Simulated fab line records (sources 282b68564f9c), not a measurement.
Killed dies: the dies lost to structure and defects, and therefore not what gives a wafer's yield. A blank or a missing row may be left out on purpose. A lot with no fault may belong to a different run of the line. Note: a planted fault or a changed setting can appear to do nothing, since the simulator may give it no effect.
A struck lot beside a sound one -- flow rit-cmos -- 30 steps out of a route of 202
Sound: wafers L831.2, L831.3, L831.5. Struck: wafers L835.1, L835.2, L835.6. At the end, the cause is stated.
Order at every step that has rows: each side's tool, ch and its chambers, its first start. Under that, the readings that differ: sound wafers -- struck wafers -- difference of the means -- sigmas: that difference in standard deviations of wafers without a fault.
alike: readings with means less than 2 such deviations apart, plus words and numbers identical on both sides. not compared: withheld readings, readings lacking a value on some wafer, bounds such as >300 that could conceal the same value, and numbers that have no deviation in the record and whose values overlap.
Wherever a step has rows on one side only, a row that says differs or no value, or a row with sigmas, the two part there. Numbers that don't overlap but have no deviation are shown without sigmas and don't part them. A reading missing from all wafers of one side parts the sides only when that side holds two or more wafers.

RIT_FOX2_THK_MEAS_01:
  sound on film-metro-01 at day 2 11:54; struck on film-metro-03 at day 3 05:43
  alike: FOX2_OXIDE_THK
then, 2 steps without rows for these wafers: RIT_FOX2_CLEAN_02 (cleans in dHF, time 180 s); RIT_FOX2_WET_ETCH_03 (etches Si3N4 in H3PO4, target depth 195 nm, time 2700 s).
RIT_FOX2_THK_MEAS_90:
  sound on film-metro-03 at day 2 12:47; struck on film-metro-03 at day 3 06:36
  alike: FIELD_OXIDE_LEFT_1_THK
then, 6 steps without rows for these wafers: RIT_NWELL_HMDS_00 (prime time 60 s); RIT_NWELL_COAT_01 (resist thk 1300 nm); RIT_NWELL_SOFTBAKE_02 (time 60 s); RIT_NWELL_EXPOSE_03 (exposes mask M2, target cd 43900 nm); RIT_NWELL_PEB_04; RIT_NWELL_DEVELOP_05 (develop time 68 s).
RIT_NWELL_OVL_MEAS_06:
  sound on overlay-01 at day 2 13:51; struck on overlay-02 at day 3 07:35
reading,sound,struck,difference,sigmas
NWELL_OVL (nm),3.1 1.7 1.8,-2.0 -0.1 -1.2,-3.3,-2
then, 1 step without rows for these wafers: RIT_NWELL_HARDBAKE_07 (time 120 s).
RIT_NWELL_IMPLANT_08:
  sound on implanter-01 ch 0, day 2 14:10; struck on implanter-02 ch 0, day 3 08:11
  alike: end-station-pressure-torr, tilt-deg
RIT_NWELL_STRIP_09: strips in O2, time 180 s.
  sound on plasma-asher-03 ch 0,1, day 2 14:17; struck on plasma-asher-03 ch 0,1, day 3 08:20
  alike: drypump-motor-current-A
  not compared: rf-hours-counter-h
RIT_NWELL_TW_MEAS_10:
  sound on film-metro-02 at day 2 14:28; struck on film-metro-03 at day 3 08:31
reading,sound,struck,difference,sigmas
NWELL_TW,2168 2165 2154,2707 2725 2709,+551,+55
then, 6 steps without rows for these wafers: RIT_PWELL_HMDS_00 (prime time 60 s); RIT_PWELL_COAT_01 (resist thk 1300 nm); RIT_PWELL_SOFTBAKE_02 (time 60 s); RIT_PWELL_EXPOSE_03 (exposes mask M3, target cd 43700 nm); RIT_PWELL_PEB_04; RIT_PWELL_DEVELOP_05 (develop time 68 s).
RIT_PWELL_OVL_MEAS_06:
  sound on overlay-01 at day 2 15:32; struck on overlay-01 at day 3 09:28
  alike: PWELL_OVL
then, 2 steps without rows for these wafers: RIT_PWELL_HARDBAKE_07 (time 120 s); RIT_PWELL_IMPLANT_08.
RIT_PWELL_STRIP_09: strips in O2, time 180 s.
  sound on plasma-asher-03 ch 0,1, day 2 16:08; struck on plasma-asher-01 ch 0,1, day 3 09:53
  alike: drypump-motor-current-A
  not compared: rf-hours-counter-h
RIT_PWELL_TW_MEAS_10:
  sound on film-metro-02 at day 2 16:19; struck on film-metro-02 at day 3 10:04
  alike: PWELL_TW
then, 1 step without rows for these wafers: RIT_WELLDRIVE_ANNEAL_00 (time 14700 s).
RIT_WELLDRIVE_RS_MEAS_01: measures by four-point-probe.
  sound on film-metro-03 at day 2 22:53; struck on film-metro-03 at day 3 15:27
reading,sound,struck,difference,sigmas
NWELL_RS (ohm/sq),274.9 275.0 275.1,183.6 182.7 183.3,-91.8,-99 or more
RIT_WELLDRIVE_RS_MEAS_02: measures by four-point-probe.
  sound on film-metro-03 at day 2 23:01; struck on film-metro-03 at day 3 15:34
  alike: PWELL_RS
RIT_M1_PROBE_99:
  sound on prober-02 at day 4 04:20; struck on prober-02 at day 4 19:44
  alike: killed-at-contacts, killed-at-front-end, killed-dies, killed-open, killed-short

WHERE THEY PART
At RIT_NWELL_OVL_MEAS_06 first; at RIT_WELLDRIVE_RS_MEAS_01 last (within this record only). Later steps at which nothing parts them and some readings are alike: RIT_WELLDRIVE_RS_MEAS_02, RIT_M1_PROBE_99.

WHY: what the simulator had put in
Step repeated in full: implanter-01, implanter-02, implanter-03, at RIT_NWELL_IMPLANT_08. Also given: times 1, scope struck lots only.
